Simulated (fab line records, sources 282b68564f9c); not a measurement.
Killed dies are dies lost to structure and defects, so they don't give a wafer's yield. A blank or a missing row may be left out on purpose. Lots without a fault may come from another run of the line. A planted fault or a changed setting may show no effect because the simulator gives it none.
Split-lot experiment | flow rit_cmos | 5 lots, 23 wafers read, on a route of 202 steps

THE SPLIT
At RIT_PWELL_SOFTBAKE_02 (time 60 s), the setting temp_c was moved away from the recipe's 90 C on 12 of the 23 wafers read, by -3.3% to +1.4%. The other wafers ran this setting at the recipe's value.

FROM THE SPLIT TO THE READING: what the file shows between them, 2 steps
- RIT_PWELL_EXPOSE_03: exposes mask M3, target cd 43700 nm
- RIT_PWELL_PEB_04

THE READING
NOVOLAK_of_PWELL_COAT_01.thk_nm (the simulator's own value, which no gauge read), in nm, at RIT_PWELL_DEVELOP_05 (develop time 68 s). The file gives no usual value for it. The 11 wafers here that ran the recipe average 1298 nm, standard deviation 3.5 nm.

wafer  | tool, chamber at the split | temp_c as run, C | against the recipe | NOVOLAK_of_PWELL_COAT_01.thk_nm, nm | against lot-mates on the recipe
L075.4 | litho_track-01, 0          | 90               | recipe             | 1302                                | -
L075.5 | litho_track-01, 0          | 90               | recipe             | 1304                                | -
L075.6 | litho_track-01, 0          | 90               | recipe             | 1301                                | -
L078.1 | litho_track-03, 0          | 88.39            | -1.8%              | 1304                                | +8
L078.5 | litho_track-03, 0          | 88.39            | -1.8%              | 1304                                | +8
L078.3 | litho_track-03, 0          | 90               | recipe             | 1298                                | -
L078.4 | litho_track-03, 0          | 90               | recipe             | 1294                                | -
L078.6 | litho_track-03, 0          | 88.39            | -1.8%              | 1301                                | +5
L081.1 | litho_track-02, 0          | 86.99            | -3.3%              | 1310                                | +11
L081.2 | litho_track-02, 0          | 90               | recipe             | 1300                                | -
L081.4 | litho_track-02, 0          | 86.99            | -3.3%              | 1313                                | +14
L081.5 | litho_track-02, 0          | 90               | recipe             | 1298                                | -
L081.6 | litho_track-02, 0          | 86.99            | -3.3%              | 1311                                | +12
L083.1 | litho_track-01, 0          | 91.23            | +1.4%              | 1292                                | -1
L083.2 | litho_track-01, 0          | 91.23            | +1.4%              | 1291                                | -2
L083.3 | litho_track-01, 0          | 91.23            | +1.4%              | 1291                                | -2
L083.4 | litho_track-01, 0          | 90               | recipe             | 1293                                | -
L083.6 | litho_track-01, 0          | 90               | recipe             | 1293                                | -
L085.1 | litho_track-02, 0          | 90               | recipe             | 1300                                | -
L085.2 | litho_track-02, 0          | 90               | recipe             | 1297                                | -
L085.4 | litho_track-02, 0          | 90.99            | +1.1%              | 1298                                | +0
L085.6 | litho_track-02, 0          | 90.99            | +1.1%              | 1298                                | +0
L085.5 | litho_track-02, 0          | 90.99            | +1.1%              | 1296                                | -2

THE FIT
A straight line over all 23 wafers: NOVOLAK_of_PWELL_COAT_01.thk_nm changes by -3.59 nm for each +1% of temp_c; r = -0.87; the points scatter about the line by 3.1 nm.
The same after taking each lot's own level away (the mean of its wafers on the recipe; 23 wafers): -3.12 nm for each +1%; r = -0.94; scatter 1.7 nm.
On that fit, the largest move of temp_c shifts the reading by 10 nm.
The lots' own levels span 1293.0 to 1302.3 nm, that is 2.7 times the standard deviation above.
So the lot-to-lot level changes the slope: the two fits differ.
Check: with one of the wafers moved furthest among these (-3.3%) left out of the fit, the line predicts +11.6 nm for it against its lot-mates. It came out at +11 nm against them.

OTHER SPLITS ON THESE WAFERS
These wafers also went through other splits before the reading. Each is held against what the fit with the lots' levels taken away leaves over:
other split on the same wafers    | wafers away from the commonest value | r with NOVOLAK_of_PWELL_COAT_01.thk_nm (lot level and that fit taken away)
RIT_ACTIVE_CVD_03 nh3_flow_sccm   | 15                                   | -0.09
RIT_ACTIVE_ETCH_13 over_etch_frac | 11                                   | +0.18
RIT_FOX2_OXIDATION_00 temp_c      | 18                                   | +0.23
RIT_NWELL_IMPLANT_08 energy_kev   | 8                                    | -0.08

THE FILE'S OWN FIT
NOVOLAK_of_PWELL_COAT_01.thk_nm changes by -3.26 nm for each +1% of temp_c, r = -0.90.
